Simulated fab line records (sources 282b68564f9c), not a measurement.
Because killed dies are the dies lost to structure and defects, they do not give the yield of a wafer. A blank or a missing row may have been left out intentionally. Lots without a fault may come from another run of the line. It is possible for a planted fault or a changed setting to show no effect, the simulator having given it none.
The tool behind it: which one? ; flow rit-cmos ; 36 wafers from 12 lots sampled at 4 of the route's 202 steps

WHAT THE GAUGES SHOWED, per wafer
RIT_ACTIVE_BOW_MEAS_00. Usual: for INCOMING_BOW the level is 0 um and the standard deviation is 6.3.
lot;measured;on;INCOMING_BOW (um);flag
L864;day 1 10:00;film-metro-04;-7 4 1;
L865;day 1 15:00;film-metro-02;9 2 6;
L866;day 1 20:00;film-metro-02;5 -12 2;
L867;day 2 01:01;film-metro-04;-10 1 -1;
L868;day 2 06:00;film-metro-03;-3 1 4;
L869;day 2 11:00;film-metro-02;-7 3 0;
L875;day 3 17:00;film-metro-04;-11 10 3;
L876;day 3 22:04;film-metro-03;2 -5 -5;
L877;day 4 03:00;film-metro-04;3 -5 12;
L878;day 4 08:00;film-metro-02;-3 5 1;
L886;day 6 00:01;film-metro-02;3 -2 -1;
L887;day 6 05:01;film-metro-04;2 3 11;

RIT_NRETRO_OVL_MEAS_06. Usual: for NRETRO_OVL the level is 1.1 nm and the standard deviation is 1.5.
lot;measured;on;NRETRO_OVL (nm);flag
L864;day 2 07:37;overlay-02;1.7 0.5 1.9;
L865;day 2 12:43;overlay-02;-0.1 0.6 0.3;
L866;day 2 19:48;overlay-02;0.9 1.3 2.2;
L867;day 3 00:08;overlay-02;2.5 0.3 0.7;
L868;day 3 03:25;overlay-01;-0.4 0.0 -0.2;
L869;day 3 10:43;overlay-01;0.9 1.4 0.0;
L875;day 4 13:17;overlay-01;0.6 -2.0 -0.1;
L876;day 4 19:10;overlay-01;10.3 8.0 6.1;OFF
L877;day 4 23:43;overlay-01;5.1 5.8 6.0;OFF
L878;day 5 03:01;overlay-01;8.4 8.0 6.2;OFF
L886;day 6 20:52;overlay-01;0.5 0.6 1.7;
L887;day 7 01:32;overlay-01;-0.6 2.5 2.4;

RIT_GATE_OVL_MEAS_17. Usual: for GATE_OVL the level is -0.4 nm and the standard deviation is 1.3.
lot;measured;on;GATE_OVL (nm);flag
L864;day 2 14:32;overlay-01;1.3 0.8 -0.8;
L865;day 2 23:55;overlay-01;-2.4 -2.0 -2.5;
L866;day 3 03:46;overlay-02;-2.9 -2.7 -2.1;
L867;day 3 07:24;overlay-02;1.5 -0.9 0.8;
L868;day 3 12:11;overlay-01;-1.3 0.8 0.2;
L869;day 3 19:10;overlay-01;1.1 -1.1 -1.1;
L875;day 4 20:47;overlay-01;-1.4 -1.6 -0.5;
L876;day 5 06:20;overlay-02;-1.6 -1.1 0.7;
L877;day 5 06:31;overlay-02;-0.3 -0.2 -0.7;
L878;day 5 10:20;overlay-02;-0.8 0.0 0.6;
L886;day 7 03:49;overlay-01;-1.1 -0.2 -1.9;
L887;day 7 09:59;overlay-01;-1.1 -1.9 -0.6;

WHICH TOOL RAN EACH LOT (tool, then ch and the chambers of the sampled wafers, then the start)
lot;RIT_NRETRO_EXPOSE_03
L864;iline-stepper-01 ch 0, day 2 07:11
L865;iline-stepper-01 ch 0, day 2 12:17
L866;iline-stepper-02 ch 0, day 2 19:22
L867;iline-stepper-01 ch 0, day 2 23:44
L868;iline-stepper-01 ch 0, day 3 02:59
L869;iline-stepper-01 ch 0, day 3 10:17
L875;iline-stepper-01 ch 0, day 4 12:47
L876;iline-stepper-02 ch 0, day 4 18:47
L877;iline-stepper-02 ch 0, day 4 23:17
L878;iline-stepper-02 ch 0, day 5 02:35
L886;iline-stepper-01 ch 0, day 6 20:26
L887;iline-stepper-01 ch 0, day 7 01:02
- RIT_NRETRO_EXPOSE_03: exposes mask M4, target cd 43900 nm.

WHAT THE TOOLS THEMSELVES READ (means of the sampled wafers that have a number; where no wafer has one, the mark that the record gives instead)
RIT_NRETRO_EXPOSE_03. Usual: focus-offset-nm 0.0 nm, standard deviation 0.49; stage-vel-mm-s 499.94 mm/s, standard deviation 0.25.
lot;tool;focus-offset-nm (nm);stage-vel-mm-s (mm/s);flag
L864;iline-stepper-01;0.0;499.93;
L865;iline-stepper-01;0.0;500.07;
L866;iline-stepper-02;-0.1;499.63;
L867;iline-stepper-01;0.4;500.11;
L868;iline-stepper-01;0.4;499.81;
L869;iline-stepper-01;-0.3;500.25;
L875;iline-stepper-01;-0.5;500.16;
L876;iline-stepper-02;-0.2;500.14;
L877;iline-stepper-02;0.2;499.99;
L878;iline-stepper-02;0.3;500.01;
L886;iline-stepper-01;-0.7;500.03;
L887;iline-stepper-01;-0.5;499.88;

THE ANSWER, worked out from the rows above alone
Rule: lot off if the mean of its wafers having a number is beyond 3 standard deviations from the usual mean. Also off: a lot with no number at a reading for which 4 or more lots have one. The other lots that the step has rows for count as sound. The gauges are gone through in route order, then the tools' own readings, and for those a lot's mean is taken as printed above. At the first step where some lot is off, the reading lying furthest off is the one used; lots without a number count as furthest.
Off: L876, L877, L878, seen at RIT_NRETRO_OVL_MEAS_06 (NRETRO_OVL).
A tool fits if, at a process step before that reading, it ran every lot that is off, and no sound lot after the first of them. Gauges at RIT_NRETRO_OVL_MEAS_06: tried the same way as those tools. One fits: iline-stepper-02 at RIT_NRETRO_EXPOSE_03. A fault onset in the window from L866 (day 2 19:22, its last sound lot) to L876 (day 4 18:47, its first lot off) fits.

WHAT HAD BEEN PUT IN BY THE SIMULATOR
Scanner matching overlay: iline-stepper-02, from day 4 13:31 on, at RIT_NRETRO_EXPOSE_03. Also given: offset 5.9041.
Struck lots among those shown: L876, L877, L878. The rule above reached the same finding.
